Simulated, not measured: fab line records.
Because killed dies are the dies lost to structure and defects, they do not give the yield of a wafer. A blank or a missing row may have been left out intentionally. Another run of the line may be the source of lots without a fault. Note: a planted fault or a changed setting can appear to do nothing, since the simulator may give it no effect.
Which tool is to blame? :: flow berkeley cmos170 :: 13 lots, 39 wafers sampled, at 6 steps of a route of 331

== WHAT THE GAUGES SHOWED, per wafer ==
UCB170_PVT_OVL_MEAS_06.
lot: L248
measured: day 6 00:55
on: overlay-02
PVT_OVL (nm): -4 -6 -2

lot: L249
measured: day 6 01:46
on: overlay-01
PVT_OVL (nm): 1 5 4

lot: L251
measured: day 7 02:24
on: overlay-02
PVT_OVL (nm): -1 0 4

lot: L255
measured: day 7 13:20
on: overlay-01
PVT_OVL (nm): 3 -6 0

lot: L257
measured: day 7 20:34
on: overlay-01
PVT_OVL (nm): 3 -5 -3

lot: L256
measured: day 7 21:16
on: overlay-01
PVT_OVL (nm): -1 -5 0

lot: L260
measured: day 8 10:13
on: overlay-02
PVT_OVL (nm): -14 -13 -17

lot: L259
measured: day 8 10:23
on: overlay-01
PVT_OVL (nm): 0 -4 -10

lot: L261
measured: day 9 12:08
on: overlay-01
PVT_OVL (nm): -9 5 5

lot: L268
measured: day 11 06:28
on: overlay-01
PVT_OVL (nm): 4 9 7

lot: L271
measured: day 11 14:14
on: overlay-01
PVT_OVL (nm): -1 -4 1

lot: L270
measured: day 11 14:34
on: overlay-01
PVT_OVL (nm): -10 -9 -11

lot: L269
measured: day 11 14:48
on: overlay-01
PVT_OVL (nm): -9 0 -7

UCB170_GATE_OVL_MEAS_13.
lot: L248
measured: day 6 16:38
on: overlay-02
GATE_OVL (nm): -4 -7 -3

lot: L249
measured: day 6 17:28
on: overlay-01
GATE_OVL (nm): 2 2 -1

lot: L251
measured: day 7 22:15
on: overlay-01
GATE_OVL (nm): 4 2 2

lot: L255
measured: day 8 04:10
on: overlay-01
GATE_OVL (nm): 2 0 0

lot: L257
measured: day 8 12:50
on: overlay-01
GATE_OVL (nm): -4 -4 1

lot: L256
measured: day 8 13:18
on: overlay-01
GATE_OVL (nm): 3 -2 -1

lot: L260
measured: day 9 07:18
on: overlay-02
GATE_OVL (nm): 0 4 4

lot: L259
measured: day 9 06:40
on: overlay-01
GATE_OVL (nm): 4 0 1

lot: L261
measured: day 10 04:03
on: overlay-01
GATE_OVL (nm): -3 3 4

lot: L268
measured: day 11 19:28
on: overlay-02
GATE_OVL (nm): -2 2 -4

lot: L271
measured: day 12 05:35
on: overlay-01
GATE_OVL (nm): 1 3 2

lot: L270
measured: day 12 06:04
on: overlay-01
GATE_OVL (nm): -5 0 0

lot: L269
measured: day 12 06:11
on: overlay-02
GATE_OVL (nm): -8 -8 -9

UCB170_NLDD_TW_MEAS_11.
lot: L248
measured: day 7 00:04
on: film metro-02
NLDD_TW: 2187 2165 2167

lot: L249
measured: day 7 00:43
on: film metro-04
NLDD_TW: 2241 2246 2242

lot: L251
measured: day 8 03:12
on: film metro-01
NLDD_TW: 2210 2207 2216

lot: L255
measured: day 8 09:13
on: film metro-01
NLDD_TW: 2216 2205 2221

lot: L257
measured: day 8 20:35
on: film metro-04
NLDD_TW: 2232 2233 2247

lot: L256
measured: day 8 20:41
on: film metro-01
NLDD_TW: 2216 2216 2234

lot: L260
measured: day 9 12:11
on: film metro-04
NLDD_TW: 2234 2242 2232

lot: L259
measured: day 9 11:25
on: film metro-01
NLDD_TW: 2198 2214 2202

lot: L261
measured: day 10 10:11
on: film metro-04
NLDD_TW: 2242 2231 2230

lot: L268
measured: day 11 23:31
on: film metro-04
NLDD_TW: 2244 2236 2239

lot: L271
measured: day 12 13:30
on: film metro-04
NLDD_TW: 2244 2233 2240

lot: L270
measured: day 12 13:45
on: film metro-04
NLDD_TW: 2231 2240 2234

lot: L269
measured: day 12 14:07
on: film metro-01
NLDD_TW: 2218 2215 2214

UCB170_PSD_CD_MEAS_06 targets a cd of 1200 nm.
lot: L248
measured: day 7 08:33
on: cd sem-01
cd nm (nm): 1197.3 1198.5 1197.2

lot: L249
measured: day 7 08:58
on: cd sem-01
cd nm (nm): 1200.2 1200.2 1200.9

lot: L251
measured: day 8 11:27
on: cd sem-01
cd nm (nm): 1198.9 1199.8 1198.5

lot: L255
measured: day 8 16:56
on: cd sem-01
cd nm (nm): 1202.1 1201.1 1199.8

lot: L257
measured: day 9 07:54
on: cd sem-01
cd nm (nm): 1201.0 1199.5 1198.5

lot: L256
measured: day 9 08:22
on: cd sem-01
cd nm (nm): 1201.4 1199.7 1199.2

lot: L260
measured: day 9 21:02
on: cd sem-01
cd nm (nm): - - -

lot: L259
measured: day 9 20:31
on: cd sem-01
cd nm (nm): 1196.7 1195.8 1196.4

lot: L261
measured: day 10 19:06
on: cd sem-01
cd nm (nm): 1198.8 1197.9 1196.9

lot: L268
measured: day 12 07:03
on: cd sem-01
cd nm (nm): 1201.1 1199.9 1198.8

lot: L271
measured: day 12 21:47
on: cd sem-01
cd nm (nm): 1200.8 1200.5 1201.6

lot: L270
measured: day 12 21:34
on: cd sem-01
cd nm (nm): 1197.1 1197.9 1198.3

lot: L269
measured: day 12 22:03
on: cd sem-01
cd nm (nm): 1198.8 1198.9 1200.2

UCB170_PSD_TW_MEAS_10.
lot: L248
measured: day 7 08:58
on: film metro-04
PSD_TW: 2350 2363 2359

lot: L249
measured: day 7 09:22
on: film metro-01
PSD_TW: 2333 2316 2332

lot: L251
measured: day 8 11:50
on: film metro-04
PSD_TW: 2344 2345 2338

lot: L255
measured: day 8 17:19
on: film metro-01
PSD_TW: 2322 2319 2342

lot: L257
measured: day 9 08:18
on: film metro-02
PSD_TW: 2280 2300 2301

lot: L256
measured: day 9 08:46
on: film metro-01
PSD_TW: 2316 2317 2334

lot: L260
measured: day 9 21:26
on: film metro-04
PSD_TW: 30 30 30

lot: L259
measured: day 9 20:56
on: film metro-04
PSD_TW: 2341 2355 2351

lot: L261
measured: day 10 19:29
on: film metro-02
PSD_TW: 2304 2294 2305

lot: L268
measured: day 12 07:26
on: film metro-04
PSD_TW: 2355 2356 2354

lot: L271
measured: day 12 22:11
on: film metro-02
PSD_TW: 2289 2294 2280

lot: L270
measured: day 12 21:58
on: film metro-04
PSD_TW: 2363 2345 2356

lot: L269
measured: day 12 22:26
on: film metro-04
PSD_TW: 2351 2349 2357

== EACH LOT AND THE TOOL THAT RAN IT (in order: tool; ch and the chambers of the sampled wafers; start) ==
lot: L248
UCB170_PSD_EXPOSE_03: krf scanner-02 ch 0, day 7 07:49

lot: L249
UCB170_PSD_EXPOSE_03: krf scanner-02 ch 0, day 7 08:20

lot: L251
UCB170_PSD_EXPOSE_03: krf scanner-02 ch 0, day 8 11:00

lot: L255
UCB170_PSD_EXPOSE_03: krf scanner-01 ch 0, day 8 16:32

lot: L257
UCB170_PSD_EXPOSE_03: krf scanner-02 ch 0, day 9 07:01

lot: L256
UCB170_PSD_EXPOSE_03: krf scanner-02 ch 0, day 9 07:32

lot: L260
UCB170_PSD_EXPOSE_03: krf scanner-02 ch 0, day 9 20:10

lot: L259
UCB170_PSD_EXPOSE_03: krf scanner-02 ch 0, day 9 19:58

lot: L261
UCB170_PSD_EXPOSE_03: krf scanner-02 ch 0, day 10 17:51

lot: L268
UCB170_PSD_EXPOSE_03: krf scanner-01 ch 0, day 12 06:28

lot: L271
UCB170_PSD_EXPOSE_03: krf scanner-02 ch 0, day 12 21:08

lot: L270
UCB170_PSD_EXPOSE_03: krf scanner-01 ch 0, day 12 20:55

lot: L269
UCB170_PSD_EXPOSE_03: krf scanner-01 ch 0, day 12 21:23
- UCB170_PSD_EXPOSE_03: exposes mask PSELECT MOD, target cd 1200 nm.

== WHAT THE TOOLS THEMSELVES READ (means of the sampled wafers that have a number; where no wafer has one, the mark that the record gives instead) ==
The record holds no such reading with a usual standard deviation.

== THE ANSWER, worked out from the rows above alone ==
Rule: what is usual is taken from the lots themselves. The widest of any qualifying gaps counts: lots, ordered by their means at a reading, are off when they make up no more than a third of the lots, leave a main group of 4 or more, and stand apart from it by 3 or more times the standard deviation of that group's means. The tables above print the reading to a certain number of digits; a main group whose means all agree to those digits is not used. Also off: a lot with no number at a reading for which 4 or more lots have one. All remaining lots with rows at the step are treated as sound. The gauges are gone through in route order, then the tools' own readings, and for those a lot's mean is taken as printed above. The first step at which some lot is off is used, and at that step the reading that is off furthest; a lot without a number counts as furthest.
Off, at UCB170_PSD_CD_MEAS_06 on cd nm: L260. Without a number there: L260. For the main group the mean is 1199.2 nm and the standard deviation 1.4.
If a tool, at a process step before that reading, ran all the lots that are off and no sound lot after the first of them, it fits. Not tried: the gauges at UCB170_PSD_CD_MEAS_06; whatever is off there is also off at UCB170_PSD_TW_MEAS_10, on other tools, and gauge error can't account for it. No candidate that was tried fits.

== WHAT THE SIMULATOR HAD INSERTED ==
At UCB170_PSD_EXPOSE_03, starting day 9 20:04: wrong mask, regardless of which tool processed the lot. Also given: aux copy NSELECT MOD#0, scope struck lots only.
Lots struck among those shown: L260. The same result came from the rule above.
